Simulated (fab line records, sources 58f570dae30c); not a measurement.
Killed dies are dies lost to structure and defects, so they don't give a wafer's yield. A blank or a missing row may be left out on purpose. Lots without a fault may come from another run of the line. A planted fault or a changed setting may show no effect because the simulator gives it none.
Split-lot experiment | flow berkeley_cmos170 | 5 lots, 23 wafers read, on a route of 331 steps

THE SPLIT
At UCB170_CONTACT_EXPOSE_12 (exposes mask CONT, target cd 700 nm), the setting dose_mj was moved away from the recipe's 35 on 9 of the 23 wafers read, by -3.8% to +5.4%. The other wafers ran this setting at the recipe's value.

FROM THE SPLIT TO THE READING: what the file shows between them, 6 steps
- UCB170_CONTACT_PEB_13
- UCB170_CONTACT_DEVELOP_14: develop time 45 s
- UCB170_CONTACT_CD_MEAS_15: target cd 700 nm
- UCB170_CONTACT_ETCH_17: etches BARC in N2/H2
- UCB170_CONTACT_ETCH_18: etches PSG in CHF3/CF4/Ar, stops on TiSi2, target depth 840 nm, time 195 s
- UCB170_CONTACT_STRIP_19: strips in O2

THE READING
cd_nm, in nm, at UCB170_CONTACT_CD_MEAS_90 (target cd 700 nm). Fault-free wafers of this fab line usually give 699.6 nm, standard deviation 1.7 nm.

wafer  | tool, chamber at the split | dose_mj as run | against the recipe | cd_nm, nm | against lot-mates on the recipe
L074.1 | krf_scanner-02, 0          | 35             | recipe             | 703.9     | -
L074.2 | krf_scanner-02, 0          | 35             | recipe             | 704.1     | -
L074.4 | krf_scanner-02, 0          | 36.13          | +3.2%              | 707.8     | +4.1
L074.5 | krf_scanner-02, 0          | 35             | recipe             | 703.2     | -
L074.6 | krf_scanner-02, 0          | 36.13          | +3.2%              | 705.8     | +2.1
L075.1 | krf_scanner-02, 0          | 35             | recipe             | 697.6     | -
L075.2 | krf_scanner-02, 0          | 35             | recipe             | 698.4     | -
L075.4 | krf_scanner-02, 0          | 35.99          | +2.8%              | 703.4     | +5.4
L075.5 | krf_scanner-02, 0          | 35.99          | +2.8%              | 703.3     | +5.3
L075.6 | krf_scanner-02, 0          | 35.99          | +2.8%              | 701.7     | +3.7
L079.2 | krf_scanner-02, 0          | 35             | recipe             | 698.5     | -
L079.4 | krf_scanner-02, 0          | 35             | recipe             | 697.5     | -
L079.5 | krf_scanner-02, 0          | 35             | recipe             | 697.3     | -
L078.1 | krf_scanner-01, 0          | 36.88          | +5.4%              | 708.7     | +8.0
L078.3 | krf_scanner-01, 0          | 35             | recipe             | 702.1     | -
L078.4 | krf_scanner-01, 0          | 35             | recipe             | 698.4     | -
L078.5 | krf_scanner-01, 0          | 35             | recipe             | 701.6     | -
L078.6 | krf_scanner-01, 0          | 36.88          | +5.4%              | 710.5     | +9.8
L083.2 | krf_scanner-02, 0          | 35             | recipe             | 697.8     | -
L083.3 | krf_scanner-02, 0          | 35             | recipe             | 697.2     | -
L083.4 | krf_scanner-02, 0          | 33.66          | -3.8%              | 691.2     | -6.4
L083.5 | krf_scanner-02, 0          | 35             | recipe             | 697.9     | -
L083.6 | krf_scanner-02, 0          | 33.66          | -3.8%              | 690.3     | -7.3

THE FIT
A straight line over all 23 wafers: cd_nm changes by +1.93 nm for each +1% of dose_mj; r = +0.89; the points scatter about the line by 2.4 nm.
The same after taking each lot's own level away (the mean of its wafers on the recipe; 23 wafers): +1.61 nm for each +1%; r = +0.96; scatter 1.1 nm.
On that fit, the largest move of dose_mj shifts the reading by 8.6 nm.
The lots' own levels span 697.63 to 703.73 nm, that is 3.6 times the standard deviation above.
So the lot-to-lot level changes the slope: the two fits differ.
Check: with one of the wafers moved furthest among these (+5.4%) left out of the fit, the line predicts +8.59 nm for it against its lot-mates. It came out at +8 nm against them.

OTHER SPLITS ON THESE WAFERS
These wafers also went through other splits before the reading. Each is held against what the fit with the lots' levels taken away leaves over:
other split on the same wafers       | wafers away from the commonest value | r with cd_nm (lot level and that fit taken away)
UCB170_NSD_IMPLANT_08 dose_cm2       | 6                                    | +0.37
UCB170_BACKSIDE_HMDS_00 prime_time_s | 7                                    | +0.00
UCB170_CONTACT_COAT_10 spin_rpm      | 7                                    | +0.10

THE WHOLE CHAIN: every reading that the file lists as answering this split, in the file's order
step                      | what it does         | reading                                                        | change (the file's fit)              | r (the file's)
UCB170_CONTACT_CD_MEAS_15 | target cd 700 nm     | cd_nm                                                          | +1.61 nm for each +1% of the setting | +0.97
UCB170_CONTACT_ETCH_17    | etches BARC in N2/H2 | CONTACT.cd_nm (the simulator's own value, which no gauge read) | +1.62 nm for each +1% of the setting | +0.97
UCB170_CONTACT_CD_MEAS_90 | target cd 700 nm     | cd_nm                                                          | +1.58 nm for each +1% of the setting | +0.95

THE FILE'S OWN FIT
cd_nm changes by +1.58 nm for each +1% of dose_mj, r = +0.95.
